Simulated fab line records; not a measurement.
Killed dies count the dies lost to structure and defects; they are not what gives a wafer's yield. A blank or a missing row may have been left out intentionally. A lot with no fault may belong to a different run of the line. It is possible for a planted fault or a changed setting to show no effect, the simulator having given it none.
Which tool is to blame? / flow berkeley cmos170 / 42 wafers from 14 lots sampled at 4 of the route's 331 steps

== WHAT THE GAUGES SHOWED, per wafer ==
UCB170_SDANNEAL_RS_MEAS_03: the measuring method here is four-point-probe. Usual: NSD_RS typically reads 37.24 ohm/sq, with standard deviation 0.09.
lot=L408; measured=day 8 18:55; on=film metro-02; NSD_RS (ohm/sq)=37.15 37.14 37.19; flag=
lot=L409; measured=day 8 17:56; on=film metro-04; NSD_RS (ohm/sq)=37.26 37.32 37.30; flag=
lot=L407; measured=day 8 18:05; on=film metro-02; NSD_RS (ohm/sq)=37.30 37.26 37.42; flag=
lot=L411; measured=day 8 18:27; on=film metro-01; NSD_RS (ohm/sq)=37.10 37.20 37.16; flag=
lot=L410; measured=day 8 17:56; on=film metro-01; NSD_RS (ohm/sq)=37.33 37.35 37.29; flag=
lot=L416; measured=day 10 04:53; on=film metro-02; NSD_RS (ohm/sq)=37.03 37.25 37.25; flag=
lot=L414; measured=day 10 04:07; on=film metro-04; NSD_RS (ohm/sq)=37.31 37.27 37.33; flag=
lot=L415; measured=day 10 04:35; on=film metro-01; NSD_RS (ohm/sq)=37.29 37.36 37.28; flag=
lot=L419; measured=day 10 15:56; on=film metro-04; NSD_RS (ohm/sq)=37.20 37.24 37.33; flag=
lot=L421; measured=day 11 08:02; on=film metro-04; NSD_RS (ohm/sq)=37.25 37.26 37.26; flag=
lot=L423; measured=day 11 17:31; on=film metro-01; NSD_RS (ohm/sq)=37.18 37.19 37.17; flag=
lot=L425; measured=day 12 13:47; on=film metro-04; NSD_RS (ohm/sq)=37.23 37.40 37.27; flag=
lot=L427; measured=day 13 04:02; on=film metro-02; NSD_RS (ohm/sq)=37.25 37.16 37.33; flag=
lot=L429; measured=day 13 14:12; on=film metro-04; NSD_RS (ohm/sq)=37.38 37.29 37.29; flag=

UCB170_CONTACT_CD_MEAS_15 targets a cd of 700 nm. Usual: cd nm at 699.7 nm, with a standard deviation of 1.
lot=L408; measured=day 9 00:23; on=cd sem-02; cd nm (nm)=699.8 700.9 699.8; flag=
lot=L409; measured=day 8 22:20; on=cd sem-02; cd nm (nm)=698.6 698.6 700.4; flag=
lot=L407; measured=day 9 00:35; on=cd sem-02; cd nm (nm)=699.8 701.0 699.5; flag=
lot=L411; measured=day 9 00:50; on=cd sem-01; cd nm (nm)=699.8 699.8 699.5; flag=
lot=L410; measured=day 9 00:07; on=cd sem-02; cd nm (nm)=698.9 699.6 699.2; flag=
lot=L416; measured=day 10 09:41; on=cd sem-01; cd nm (nm)=698.5 698.7 699.3; flag=
lot=L414; measured=day 10 08:58; on=cd sem-02; cd nm (nm)=697.8 698.8 698.8; flag=
lot=L415; measured=day 10 09:06; on=cd sem-01; cd nm (nm)=700.0 699.0 699.5; flag=
lot=L419; measured=day 10 20:28; on=cd sem-01; cd nm (nm)=700.3 699.0 699.8; flag=
lot=L421; measured=day 11 14:07; on=cd sem-01; cd nm (nm)=699.6 700.4 700.2; flag=
lot=L423; measured=day 12 00:16; on=cd sem-02; cd nm (nm)=700.4 700.0 701.2; flag=
lot=L425; measured=day 12 21:38; on=cd sem-02; cd nm (nm)=700.3 701.1 697.6; flag=
lot=L427; measured=day 13 10:02; on=cd sem-02; cd nm (nm)=698.4 699.4 700.4; flag=
lot=L429; measured=day 13 19:35; on=cd sem-02; cd nm (nm)=699.2 699.5 698.5; flag=

UCB170_V2_CD_MEAS_12 targets a cd of 700 nm. Usual: cd nm at 699.7 nm, with a standard deviation of 1.5.
lot=L408; measured=day 9 13:26; on=cd sem-01; cd nm (nm)=697.7 699.1 698.1; flag=
lot=L409; measured=day 9 11:28; on=cd sem-02; cd nm (nm)=700.8 699.7 699.7; flag=
lot=L407; measured=day 9 14:29; on=cd sem-01; cd nm (nm)=700.0 699.7 700.9; flag=
lot=L411; measured=day 9 15:31; on=cd sem-01; cd nm (nm)=698.8 698.6 697.8; flag=
lot=L410; measured=day 9 11:47; on=cd sem-02; cd nm (nm)=699.8 699.7 700.0; flag=
lot=L416; measured=day 10 23:53; on=cd sem-01; cd nm (nm)=697.9 697.5 699.2; flag=
lot=L414; measured=day 10 21:47; on=cd sem-01; cd nm (nm)=700.2 703.0 701.1; flag=
lot=L415; measured=day 10 23:23; on=cd sem-01; cd nm (nm)=700.2 699.2 700.3; flag=
lot=L419; measured=day 11 10:11; on=cd sem-01; cd nm (nm)=700.0 700.0 700.4; flag=
lot=L421; measured=day 12 02:57; on=cd sem-01; cd nm (nm)=701.0 702.2 700.9; flag=
lot=L423; measured=day 12 16:10; on=cd sem-01; cd nm (nm)=698.8 698.8 698.9; flag=
lot=L425; measured=day 13 09:14; on=cd sem-01; cd nm (nm)=699.2 699.0 700.1; flag=
lot=L427; measured=day 13 22:05; on=cd sem-01; cd nm (nm)=698.3 698.0 697.7; flag=
lot=L429; measured=day 14 07:38; on=cd sem-02; cd nm (nm)=701.1 702.3 700.7; flag=

== EACH LOT AND THE TOOL THAT RAN IT (in order: tool; ch and the chambers of the sampled wafers; start) ==
lot=L408; UCB170_FIELD_CLEAN_00=wet bench-02 ch 2, day 5 11:26
lot=L409; UCB170_FIELD_CLEAN_00=wet bench-02 ch 2, day 5 11:26
lot=L407; UCB170_FIELD_CLEAN_00=wet bench-04 ch 0, day 5 14:49
lot=L411; UCB170_FIELD_CLEAN_00=wet bench-02 ch 0, day 5 17:40
lot=L410; UCB170_FIELD_CLEAN_00=wet bench-02 ch 3, day 5 18:02
lot=L416; UCB170_FIELD_CLEAN_00=wet bench-01 ch 3, day 6 23:45
lot=L414; UCB170_FIELD_CLEAN_00=wet bench-02 ch 0, day 7 00:45
lot=L415; UCB170_FIELD_CLEAN_00=wet bench-02 ch 2, day 7 00:51
lot=L419; UCB170_FIELD_CLEAN_00=wet bench-01 ch 0, day 7 06:29
lot=L421; UCB170_FIELD_CLEAN_00=wet bench-01 ch 0, day 8 02:30
lot=L423; UCB170_FIELD_CLEAN_00=wet bench-04 ch 0, day 8 11:36
lot=L425; UCB170_FIELD_CLEAN_00=wet bench-01 ch 2, day 9 04:22
lot=L427; UCB170_FIELD_CLEAN_00=wet bench-01 ch 1, day 9 17:27
lot=L429; UCB170_FIELD_CLEAN_00=wet bench-04 ch 3, day 10 07:22
- UCB170_FIELD_CLEAN_00: cleans in dHF, time 7.5 s.

== WHAT THE TOOLS THEMSELVES READ (means of the sampled wafers that have a number; where no wafer has one, the mark that the record gives instead) ==
The record holds no such reading with a usual standard deviation.

== THE ANSWER, worked out from the rows above alone ==
Rule: a lot counts as off when the mean over its wafers that have a number is more than 3 standard deviations away from the usual mean. A lot without any number at a reading at which 4 lots or more have one is off too. Where the step has rows for the other lots, those lots are counted as sound. First the gauges in route order, then the tools' own readings, where a lot's mean is used as printed above. At the first step where some lot is off, the reading lying furthest off is the one used; lots without a number count as furthest.
No lot is off at any reading shown: from this, nothing can be told.

== WHAT HAD BEEN PUT IN BY THE SIMULATOR ==
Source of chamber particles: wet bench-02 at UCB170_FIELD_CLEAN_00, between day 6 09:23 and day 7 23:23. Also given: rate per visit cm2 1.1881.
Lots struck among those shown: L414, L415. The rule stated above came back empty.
